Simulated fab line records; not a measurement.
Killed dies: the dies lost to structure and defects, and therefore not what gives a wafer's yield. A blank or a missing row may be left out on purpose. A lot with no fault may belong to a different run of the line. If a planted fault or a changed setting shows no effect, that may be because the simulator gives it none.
Comparing a struck lot with a sound one | flow rit-cmos | 19 out of 202 route steps
Sound: the wafers L466.2, L466.4, L466.5. The struck wafers were L476.1, L476.4, L476.5. The cause is given at the end.
Each step with rows lists, per side, the tool, then ch with its chambers, then its first start. Under that, the readings that differ: sound wafers | struck wafers | difference of the means | sigmas: that difference in standard deviations of wafers without a fault.
alike: words and numbers the same on both sides, and readings whose means are apart by under 2 such deviations; not compared: readings that were withheld, readings missing a value for some wafer, numbers with overlapping values and no deviation given by the record, and bounds like >300 which may hide the same value.
The two part at a step that has a row with sigmas, a row that says differs or no value, or rows on one side only. Numbers that have no deviation but don't overlap get no sigmas and don't part them. A reading that every wafer of one side lacks parts them only if that side has two wafers or more.

first, 4 steps without rows for these wafers: RIT_PSD_SOFTBAKE_02 (time 60 s); RIT_PSD_EXPOSE_03 (exposes mask M10, target cd 40900 nm); RIT_PSD_PEB_04; RIT_PSD_DEVELOP_05 (develop time 50 s).
RIT_PSD_OVL_MEAS_06:
  sound on overlay-02 at day 3 04:50; struck on overlay-01 at day 5 07:30
  alike: PSD_OVL
then, 2 steps without rows for these wafers: RIT_PSD_HARDBAKE_07 (time 60 s); RIT_PSD_IMPLANT_08.
RIT_PSD_STRIP_09: strips in O2, time 180 s.
  sound on plasma-asher-01 ch 0,1, day 3 05:10; struck on plasma-asher-03 ch 1, day 5 07:54
  alike: drypump-motor-current-A, rf-refl-power-W
  not compared: rf-hours-counter-h
RIT_PSD_TW_MEAS_10:
  sound on film-metro-02 at day 3 05:20; struck on film-metro-02 at day 5 08:05
  alike: PSD_TW
then, 3 steps without rows for these wafers: RIT_SDANNEAL_CLEAN_00 (cleans in SC1, time 600 s); RIT_SDANNEAL_CLEAN_01 (cleans in dHF, time 30 s); RIT_SDANNEAL_CLEAN_02 (cleans in SC2, time 600 s).
RIT_SDANNEAL_RTA_03: time 5 s.
  sound on rtp-anneal-02 ch 0, day 3 05:46; struck on rtp-anneal-02 ch 0, day 5 08:33
  alike: wafer_temp_C_max
RIT_SDANNEAL_RS_MEAS_04: measures by four-point-probe.
  sound on film-metro-01 at day 3 05:50; struck on film-metro-02 at day 5 08:37
  reading         | sound             | struck         | difference | sigmas
  PSD_RS (ohm/sq) | 115.4 115.8 115.7 | 97.4 98.0 97.2 | -18.1      | -57
RIT_SDANNEAL_RS_MEAS_05: measures by four-point-probe.
  sound on film-metro-01 at day 3 05:58; struck on film-metro-02 at day 5 08:44
  reading         | sound          | struck         | difference | sigmas
  NSD_RS (ohm/sq) | 84.2 84.4 84.1 | 81.2 81.4 81.4 | -2.9       | -9
RIT_SDANNEAL_RS_MEAS_06: measures by four-point-probe.
  sound on film-metro-01 at day 3 06:05; struck on film-metro-02 at day 5 08:51
  reading          | sound             | struck            | difference | sigmas
  PLDD_RS (ohm/sq) | 178.3 178.5 177.8 | 161.0 161.6 161.1 | -17.0      | -33
RIT_SDANNEAL_RS_MEAS_07: measures by four-point-probe.
  sound on film-metro-01 at day 3 06:12; struck on film-metro-02 at day 5 08:58
  reading          | sound             | struck            | difference | sigmas
  NLDD_RS (ohm/sq) | 151.1 151.0 150.8 | 148.9 148.3 148.8 | -2.3       | -4
then, 1 step without rows for these wafers: RIT_SILICIDE_WET_ETCH_00 (etches SiO2 in BOE, target depth 14 nm, time 15 s).
RIT_M1_PROBE_99:
  sound on prober-01 at day 3 13:35; struck on prober-01 at day 5 16:16
  alike: killed-at-contacts, killed-at-front-end, killed-dies, killed-open, killed-short

## WHERE THEY PART
Last at RIT_SDANNEAL_RS_MEAS_07 as far as this record goes, first at RIT_SDANNEAL_RS_MEAS_04. Later steps at which nothing parts them and some readings are alike: RIT_M1_PROBE_99.

WHY: the cause the simulator had injected
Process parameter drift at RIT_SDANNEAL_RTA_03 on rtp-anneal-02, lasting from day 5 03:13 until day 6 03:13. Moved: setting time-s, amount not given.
